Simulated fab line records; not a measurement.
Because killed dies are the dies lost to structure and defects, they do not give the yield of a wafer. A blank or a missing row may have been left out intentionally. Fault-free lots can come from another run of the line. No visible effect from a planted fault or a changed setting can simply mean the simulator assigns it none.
Which tool did it? / flow berkeley-cmos170 / 42 wafers from 14 lots sampled at 4 of the route's 331 steps

## WHAT EACH GAUGE READ, for each wafer
UCB170_M2_THK_MEAS_03: measures by xrf. Usual: M2_AL_THK 901 nm, standard deviation 12.
lot=L745; measured=day 8 19:05; on=film-metro-02; M2_AL_THK (nm)=888 887 894; flag=
lot=L746; measured=day 9 09:58; on=film-metro-04; M2_AL_THK (nm)=911 917 912; flag=
lot=L747; measured=day 9 13:47; on=film-metro-04; M2_AL_THK (nm)=901 904 917; flag=
lot=L748; measured=day 9 13:41; on=film-metro-03; M2_AL_THK (nm)=908 906 908; flag=
lot=L753; measured=day 10 22:02; on=film-metro-03; M2_AL_THK (nm)=907 891 894; flag=
lot=L754; measured=day 10 20:48; on=film-metro-02; M2_AL_THK (nm)=907 903 912; flag=
lot=L757; measured=day 11 23:25; on=film-metro-04; M2_AL_THK (nm)=905 904 903; flag=
lot=L758; measured=day 11 17:35; on=film-metro-03; M2_AL_THK (nm)=905 912 914; flag=
lot=L763; measured=day 13 05:28; on=film-metro-03; M2_AL_THK (nm)=900 889 902; flag=
lot=L764; measured=day 13 07:34; on=film-metro-04; M2_AL_THK (nm)=906 906 894; flag=
lot=L765; measured=day 13 07:47; on=film-metro-04; M2_AL_THK (nm)=899 867 888; flag=
lot=L766; measured=day 13 08:13; on=film-metro-02; M2_AL_THK (nm)=908 923 917; flag=
lot=L767; measured=day 13 07:23; on=film-metro-04; M2_AL_THK (nm)=871 885 892; flag=
lot=L768; measured=day 14 02:58; on=film-metro-02; M2_AL_THK (nm)=887 905 903; flag=

UCB170_M3_OVL_MEAS_16. Usual: M3_OVL -3 nm, standard deviation 6.
lot=L745; measured=day 9 02:20; on=overlay-02; M3_OVL (nm)=5 6 -3; flag=
lot=L746; measured=day 9 18:05; on=overlay-02; M3_OVL (nm)=-1 4 0; flag=
lot=L747; measured=day 9 21:21; on=overlay-02; M3_OVL (nm)=-10 0 -12; flag=
lot=L748; measured=day 9 21:04; on=overlay-01; M3_OVL (nm)=-8 -7 -16; flag=
lot=L753; measured=day 11 09:54; on=overlay-02; M3_OVL (nm)=-13 -22 -4; flag=
lot=L754; measured=day 11 07:44; on=overlay-01; M3_OVL (nm)=-6 -18 -9; flag=
lot=L757; measured=day 12 08:55; on=overlay-02; M3_OVL (nm)=7 -2 -6; flag=
lot=L758; measured=day 12 04:42; on=overlay-02; M3_OVL (nm)=-8 5 0; flag=
lot=L763; measured=day 13 18:04; on=overlay-02; M3_OVL (nm)=7 -3 5; flag=
lot=L764; measured=day 13 19:38; on=overlay-01; M3_OVL (nm)=1 2 -1; flag=
lot=L765; measured=day 13 20:08; on=overlay-02; M3_OVL (nm)=-5 -4 4; flag=
lot=L766; measured=day 13 20:16; on=overlay-02; M3_OVL (nm)=5 -9 -3; flag=
lot=L767; measured=day 13 19:21; on=overlay-01; M3_OVL (nm)=-2 9 1; flag=
lot=L768; measured=day 14 12:11; on=overlay-02; M3_OVL (nm)=-6 1 -11; flag=

UCB170_M3_BOW_MEAS_20. Usual: M3_BOW 35 um, standard deviation 7.2.
lot=L745; measured=day 9 02:49; on=film-metro-01; M3_BOW (um)=27 36 28; flag=
lot=L746; measured=day 9 18:39; on=film-metro-04; M3_BOW (um)=33 44 41; flag=
lot=L747; measured=day 9 21:51; on=film-metro-04; M3_BOW (um)=37 33 54; flag=
lot=L748; measured=day 9 21:33; on=film-metro-01; M3_BOW (um)=31 25 36; flag=
lot=L753; measured=day 11 10:23; on=film-metro-01; M3_BOW (um)=32 31 24; flag=
lot=L754; measured=day 11 08:15; on=film-metro-01; M3_BOW (um)=33 41 44; flag=
lot=L757; measured=day 12 09:25; on=film-metro-04; M3_BOW (um)=40 40 38; flag=
lot=L758; measured=day 12 05:11; on=film-metro-01; M3_BOW (um)=32 31 29; flag=
lot=L763; measured=day 13 18:36; on=film-metro-04; M3_BOW (um)=31 27 31; flag=
lot=L764; measured=day 13 20:07; on=film-metro-02; M3_BOW (um)=31 36 25; flag=
lot=L765; measured=day 13 20:38; on=film-metro-01; M3_BOW (um)=40 43 41; flag=
lot=L766; measured=day 13 20:46; on=film-metro-04; M3_BOW (um)=34 41 25; flag=
lot=L767; measured=day 13 19:50; on=film-metro-04; M3_BOW (um)=27 30 34; flag=
lot=L768; measured=day 14 12:41; on=film-metro-04; M3_BOW (um)=40 23 38; flag=

## EACH LOT AND THE TOOL THAT RAN IT (in order: tool; ch and the chambers of the sampled wafers; start)
lot=L745; UCB170_FIELD_WET_ETCH_06=wet-bench-02 ch 3, day 5 23:08
lot=L746; UCB170_FIELD_WET_ETCH_06=wet-bench-03 ch 0, day 6 10:01
lot=L747; UCB170_FIELD_WET_ETCH_06=wet-bench-03 ch 2, day 6 10:01
lot=L748; UCB170_FIELD_WET_ETCH_06=wet-bench-03 ch 2, day 6 10:01
lot=L753; UCB170_FIELD_WET_ETCH_06=wet-bench-01 ch 3, day 7 18:04
lot=L754; UCB170_FIELD_WET_ETCH_06=wet-bench-01 ch 0, day 7 18:04
lot=L757; UCB170_FIELD_WET_ETCH_06=wet-bench-02 ch 1, day 8 17:30
lot=L758; UCB170_FIELD_WET_ETCH_06=wet-bench-02 ch 3, day 8 17:30
lot=L763; UCB170_FIELD_WET_ETCH_06=wet-bench-02 ch 3, day 9 22:32
lot=L764; UCB170_FIELD_WET_ETCH_06=wet-bench-02 ch 0, day 9 22:32
lot=L765; UCB170_FIELD_WET_ETCH_06=wet-bench-03 ch 2, day 10 07:35
lot=L766; UCB170_FIELD_WET_ETCH_06=wet-bench-03 ch 2, day 10 07:35
lot=L767; UCB170_FIELD_WET_ETCH_06=wet-bench-03 ch 2, day 10 07:35
lot=L768; UCB170_FIELD_WET_ETCH_06=wet-bench-02 ch 0, day 11 02:29
- UCB170_FIELD_WET_ETCH_06: etches SiO2 in BOE, time 22 s.

## WHAT THE TOOLS THEMSELVES READ (means of the sampled wafers that have a number; where no wafer has one, the mark that the record gives instead)
The record holds no such reading with a usual standard deviation.

## THE ANSWER, worked out from the rows above alone
Rule: take the mean of a lot's wafers that have a number; if it is more than 3 standard deviations from the usual mean, the lot is off. A lot without any number at a reading at which 4 lots or more have one is off too. Any other lot the step has rows for is counted as sound. The gauges are gone through in route order, then the tools' own readings, and for those a lot's mean is taken as printed above. At the first step where some lot is off, the reading lying furthest off is the one used; lots without a number count as furthest.
None of the lots is off at any reading shown; this tells nothing.

## WHAT THE SIMULATOR PUT IN
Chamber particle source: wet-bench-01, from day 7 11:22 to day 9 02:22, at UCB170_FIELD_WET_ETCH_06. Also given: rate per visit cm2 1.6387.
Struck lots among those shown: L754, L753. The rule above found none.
